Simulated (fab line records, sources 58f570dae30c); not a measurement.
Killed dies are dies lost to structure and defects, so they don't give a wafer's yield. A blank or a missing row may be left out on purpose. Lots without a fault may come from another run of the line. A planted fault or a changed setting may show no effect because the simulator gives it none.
Problem report in the 8D (eight disciplines) form, filled by code | flow berkeley_cmos170 | the parts of the form that need people (team, actions taken, sign-off) are left out

1. THE PROBLEM
edge_zone_pressure_frac at UCB170_V2_CMP_02 reads a mean of 1.034 on 3 wafers of 3 lots; wafers without a fault read 1.000 with a standard deviation of 0.0053. That is +6.5 standard deviations from the usual mean.
The step: polishes SiO2.
First seen on wafer L389.4, day 11 15:29, on cmp-02. The record holds 45 wafers of 15 lots with a number at this step. Rule for "out", or "out of limits": more than 4 standard deviations from the usual mean. The other wafers with a number count as sound.

2. WHAT IT IS AND WHAT IT IS NOT
question                    | is                      | is not
which readings at this step | edge_zone_pressure_frac | motor_current_A
which lots                  | L388, L389, L390        | L373, L375, L376, L377, L378, L379, L381, L382, L384, L385, L386, L387
which wafers of those lots  | L388.2, L389.4, L390.2  | L388.3, L388.4, L389.2, L389.5, L390.4, L390.5
read on which tools         | cmp-02                  | cmp-01
when                        | from day 11 15:29       | up to then (35 sound wafers); but 7 sound wafers of L387, L388, L390 came after

3. SUSPECTS, AND WHAT RULES EACH OUT
Counting: a tool at a process step up to the reading stays a suspect if it ran every lot that is out. Sound lots after the first of them don't rule it out here, since some wafers of a struck lot are sound.
- cmp-02 at UCB170_V2_CMP_02 (polishes SiO2): kept. It ran every lot that is out, first L389 (day 11 15:29); its last sound lot up to then is L386 (day 11 14:18). Its own readings are out on those wafers: edge_zone_pressure_frac.
- Within cmp-02 at UCB170_V2_CMP_02: the wafers that are out ran in chamber 0; their sound lot-mates ran in chambers 1, 2, 3.
Left after counting: cmp-02 at UCB170_V2_CMP_02.

4. THE CAUSE (what the simulator had put in)
Process parameter drift: cmp-02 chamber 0, from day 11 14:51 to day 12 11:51, at UCB170_V2_CMP_02. Setting edge_zone_pressure_frac, moved by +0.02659.
Counting left only this tool.

5. THE CHAIN OF EFFECTS, in route order
Each row: a reading whose mean over the struck wafers that have a number lies more than 3 standard deviations from the usual. Only readings for which the record gives a usual standard deviation are gone through. hours: the time from each lot's start at the first step in this table that gives one to its start at this step, as a median over the lots. sigmas: the change in usual standard deviations.
hours | step             | reading                 | usual | on struck wafers | change | sigmas
0     | UCB170_V2_CMP_02 | edge_zone_pressure_frac | 1.000 | 1.034            | +0.034 | +6.5
The process steps in it:
- UCB170_V2_CMP_02: polishes SiO2.
Later measuring or inspecting steps at which every struck wafer that the step has a row for has a number for every such reading, and none has moved that far: UCB170_M3_CD_MEAS_15.

6. WHAT WOULD HAVE CAUGHT IT SOONER
In this record the first reading out of limits was taken at day 11 15:29, 1 hour after the fault began at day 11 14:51.
